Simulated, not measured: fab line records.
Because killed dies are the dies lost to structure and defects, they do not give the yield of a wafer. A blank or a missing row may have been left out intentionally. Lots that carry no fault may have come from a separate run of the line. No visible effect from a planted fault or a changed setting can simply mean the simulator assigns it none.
Comparing a struck lot with a sound one | flow berkeley cmos170 | 15 steps out of a route of 331
Sound: wafers L805.3, L805.4, L805.6. Struck: wafers L801.1, L801.5, L801.6. The cause is given at the end.
For every step that has rows: the tool of each side, followed by ch and its chambers, followed by its first start. Under that, the readings that differ: sound wafers | struck wafers | difference of the means | sigmas: that difference in standard deviations of wafers without a fault.
alike: readings with means less than 2 such deviations apart, plus words and numbers identical on both sides. not compared: withheld readings, readings lacking a value on some wafer, bounds such as >300 that could conceal the same value, and numbers that have no deviation in the record and whose values overlap.
The two part at a step that has a row with sigmas, a row that says differs or no value, or rows on one side only. Numbers that don't overlap but have no deviation are shown without sigmas and don't part them. A reading missing from all wafers of one side parts the sides only when that side holds two or more wafers.

first, 6 steps without rows for these wafers: UCB170_M2_COAT_09; UCB170_M2_COAT_10 (resist thk 900 nm); UCB170_M2_SOFTBAKE_11 (time 60 s); UCB170_M2_EXPOSE_12 (exposes mask METAL2, target cd 700 nm); UCB170_M2_PEB_13; UCB170_M2_DEVELOP_14 (develop time 45 s).
UCB170_M2_CD_MEAS_15 targets a cd of 700 nm.
  sound on cd sem-01 at day 11 21:59; struck on cd sem-02 at day 10 07:22
  alike: cd nm
UCB170_M2_OVL_MEAS_16:
  sound on overlay-01 at day 11 22:04; struck on overlay-02 at day 10 07:29
  alike: M2_OVL
UCB170_M2_ETCH_17: etches BARC in N2/H2.
  sound on rie diel-01 ch 1,2, day 11 22:06; struck on rie diel-03 ch 0,2,3, day 10 07:31
  alike: drypump motor current A, oes product au, throttle valve pct
UCB170_M2_METAL_ETCH_18: etches Al in Cl2/BCl3, stops on SiO2, target depth 1170 nm, time 195 s.
  sound on rie metal-02 ch 0,1, day 11 22:12; struck on rie metal-04 ch 0,1, day 10 07:34
  reading                     | sound          | struck         | difference | sigmas
  drypump motor current A (A) | 5.58 5.49 5.62 | 6.24 6.24 6.06 | +0.62      | +2
  alike: oes product au, throttle valve pct
  not compared: rf hours counter h
UCB170_M2_STRIP_19: strips in O2.
  sound on plasma asher-03 ch 0,1, day 11 22:22; struck on plasma asher-04 ch 0,1, day 10 07:44
  alike: drypump motor current A, oes product au
  not compared: rf hours counter h
UCB170_M2_CD_MEAS_90 targets a cd of 700 nm.
  sound on cd sem-02 at day 11 22:28; struck on cd sem-02 at day 10 07:50
  alike: cd nm
UCB170_V2_CVD_00: deposits SiO2 from TEOS/O2, target thk 2000 nm, time 250 s.
  sound on pecvd-04 ch 0,1,2, day 11 22:33; struck on pecvd-03 ch 0,2, day 10 07:58
  reading                             | sound          | struck         | difference | sigmas
  model.SiO2_of_V2_CVD_00.thk nm (nm) | 2013 2029 1988 | 3635 3721 3712 | +1679      |
  alike: heater power w
UCB170_V2_THK_MEAS_01:
  sound on film metro-01 at day 11 22:43; struck on film metro-03 at day 10 08:23
  reading          | sound          | struck         | difference | sigmas
  V2_TEOS_THK (nm) | 2013 2029 1989 | 3634 3719 3711 | +1678      | +62
  not compared: hold
UCB170_M3_PROBE_99:
  sound wafers here have rows in the record (prober-01, day 12 03:50); struck ones have none

WHERE THEY PART
Last at UCB170_M3_PROBE_99 as far as this record goes, first at UCB170_M2_METAL_ETCH_18.

WHY: what the simulator had put in
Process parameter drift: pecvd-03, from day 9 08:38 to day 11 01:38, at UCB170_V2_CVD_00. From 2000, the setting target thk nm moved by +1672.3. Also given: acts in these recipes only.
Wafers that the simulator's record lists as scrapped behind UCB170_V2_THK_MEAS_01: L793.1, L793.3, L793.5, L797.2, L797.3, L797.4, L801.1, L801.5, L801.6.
